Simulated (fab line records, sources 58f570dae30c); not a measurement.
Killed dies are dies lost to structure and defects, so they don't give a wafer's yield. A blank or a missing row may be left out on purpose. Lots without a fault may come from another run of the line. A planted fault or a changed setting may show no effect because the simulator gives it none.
Problem report in the 8D (eight disciplines) form, filled by code | flow berkeley_cmos170 | the parts of the form that need people (team, actions taken, sign-off) are left out

1. THE PROBLEM
cd_nm at UCB170_NSD_CD_MEAS_06 reads a mean of 1180.5 nm on 6 wafers of 2 lots; wafers without a fault read 1200.4 nm with a standard deviation of 1.1. That is -18 standard deviations from the usual mean.
The step: target cd 1200 nm.
First seen on wafer L849.3, day 9 20:14, on cd_sem-01. The record holds 42 wafers of 14 lots with a number at this step. Rule for "out", or "out of limits": more than 4 standard deviations from the usual mean. The other wafers with a number count as sound.

2. WHAT IT IS AND WHAT IT IS NOT
question                    | is                     | is not
which readings at this step | cd_nm                  | -
which lots                  | L849, L853             | L841, L842, L844, L846, L847, L848, L857, L858, L859, L862, L863, L864
which wafers of those lots  | all that have a number | -
read on which gauges        | cd_sem-01              | cd_sem-02
when                        | from day 9 20:14       | up to then (15 sound wafers); but 21 sound wafers of L847, L857, L858, L859, L862, L863, L864 came after

3. SUSPECTS, AND WHAT RULES EACH OUT
Counting: a tool at a process step up to the reading stays a suspect if it ran every lot that is out and no sound lot after the first of them.
- the gauge at UCB170_NSD_CD_MEAS_06: ruled out. All the wafers that are out were read on cd_sem-01, but those of them that UCB170_NSD_PEB_04 has rows for are out there too, on other tools.
- litho_track-04 at UCB170_NSD_PEB_04: kept. It ran every lot that is out, first L849 (day 9 19:59), and no sound lot after that; its last sound lot up to then is L846 (day 9 19:23). Its own readings are out on those wafers: heater_power_total_W, plate_temp_C.
Left after counting: litho_track-04 at UCB170_NSD_PEB_04.

4. THE CAUSE (what the simulator had put in)
Process parameter drift: litho_track-04, from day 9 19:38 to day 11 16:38, at UCB170_NSD_PEB_04. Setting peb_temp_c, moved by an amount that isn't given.
Counting left only this tool.

5. THE CHAIN OF EFFECTS, in route order
Each row: a reading whose mean over the struck wafers that have a number lies more than 3 standard deviations from the usual. Only readings for which the record gives a usual standard deviation are gone through. hours: the time from each lot's start at the first step in this table that gives one to its start at this step, as a median over the lots. sigmas: the change in usual standard deviations.
hours | step                  | reading              | usual     | on struck wafers | change | sigmas
0     | UCB170_NSD_PEB_04     | heater_power_total_W | 56.80 W   | 55.32            | -1.48  | -37
0     | UCB170_NSD_PEB_04     | plate_temp_C         | 130.01 C  | 127.41           | -2.59  | -20
0     | UCB170_NSD_CD_MEAS_06 | cd_nm                | 1200.4 nm | 1180.5           | -19.9  | -18
The process steps in it:
- UCB170_NSD_PEB_04

6. WHAT WOULD HAVE CAUGHT IT SOONER
In this record the first reading out of limits at a measuring or inspecting step was taken at day 9 20:14, 1 hour after the fault began at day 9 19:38.
The tool's own readings at UCB170_NSD_PEB_04 were out on every struck wafer that the step has a row for (heater_power_total_W, plate_temp_C): an alarm limit on them would have fired on the first of those.
Of the lots that are out (2), L853 began UCB170_NSD_PEB_04 on litho_track-04 after day 9 20:14. A hold on the tool at that time would have spared it.
